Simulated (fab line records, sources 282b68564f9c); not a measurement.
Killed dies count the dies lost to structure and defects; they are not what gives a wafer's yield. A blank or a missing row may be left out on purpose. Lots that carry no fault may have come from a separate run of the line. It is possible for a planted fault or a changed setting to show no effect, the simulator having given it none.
The tool behind it: which one? | flow rit_cmos | 42 wafers sampled from 14 lots at 1 step of a route of 202

== WHAT EACH GAUGE READ, for each wafer ==
No reading from a measuring or inspecting step in the record can be judged against a usual standard deviation.

== WHICH TOOL RAN EACH LOT (tool, then ch and the chambers of the sampled wafers, then the start) ==
lot  | RIT_PSD_HMDS_00
L458 | litho_track-01 ch 0, day 3 02:22
L461 | litho_track-04 ch 0, day 3 17:31
L462 | litho_track-03 ch 0, day 3 22:10
L463 | litho_track-04 ch 0, day 4 05:05
L464 | litho_track-01 ch 0, day 4 08:59
L465 | litho_track-04 ch 0, day 4 19:22
L466 | litho_track-04 ch 0, day 5 01:26
L468 | litho_track-04 ch 0, day 5 05:45
L472 | litho_track-01 ch 0, day 6 19:50
L475 | litho_track-01 ch 0, day 7 00:53
L477 | litho_track-01 ch 0, day 7 18:10
L478 | litho_track-04 ch 0, day 7 18:17
L479 | litho_track-04 ch 0, day 7 20:28
L481 | litho_track-04 ch 0, day 8 00:10
- RIT_PSD_HMDS_00: prime time 60 s.

== WHAT THE TOOLS THEMSELVES READ (means of the sampled wafers that have a number; where no wafer has one, the mark that the record gives instead) ==
RIT_PSD_HMDS_00. Usual: prime_temp_c 140.00 C, standard deviation 0.14.
lot  | tool           | prime_temp_c (C) | flag
L458 | litho_track-01 | 139.89           |
L461 | litho_track-04 | 139.83           |
L462 | litho_track-03 | 140.03           |
L463 | litho_track-04 | 139.90           |
L464 | litho_track-01 | 140.06           |
L465 | litho_track-04 | 140.29           |
L466 | litho_track-04 | 140.01           |
L468 | litho_track-04 | 140.08           |
L472 | litho_track-01 | 140.10           |
L475 | litho_track-01 | 148.79           | OFF
L477 | litho_track-01 | 148.59           | OFF
L478 | litho_track-04 | 140.05           |
L479 | litho_track-04 | 140.04           |
L481 | litho_track-04 | 139.76           |

== THE ANSWER, worked out from the rows above alone ==
Rule: take the mean of a lot's wafers that have a number; if it is more than 3 standard deviations from the usual mean, the lot is off. Also off: a lot with no number at a reading for which 4 or more lots have one. Any other lot the step has rows for is counted as sound. Order of review: gauges by route order, followed by the tools' own readings, for which a lot's mean as printed above is used. At the first step where some lot is off, the reading lying furthest off is the one used; lots without a number count as furthest.
Off, at RIT_PSD_HMDS_00 on prime_temp_c: L475, L477.
A tool fits if, at that step or a process step before it, it ran every lot that is off, and no sound lot after the first of them. One fits: RIT_PSD_HMDS_00 on litho_track-01. A fault onset in the window from L472 (day 6 19:50, its last sound lot) to L475 (day 7 00:53, its first lot off) fits.
The tool's own readings at RIT_PSD_HMDS_00 bear it out: on the lots that are off they differ by more than 5 times the standard deviation of the sound lots' means. prime_temp_c reads 148.69 C there against 140.00 C on the sound lots.

== WHAT THE SIMULATOR PUT IN ==
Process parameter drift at RIT_PSD_HMDS_00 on litho_track-01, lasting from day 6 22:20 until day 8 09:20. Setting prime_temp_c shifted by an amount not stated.
Shown lots that were struck: L475, L477. The same result came from the rule above.
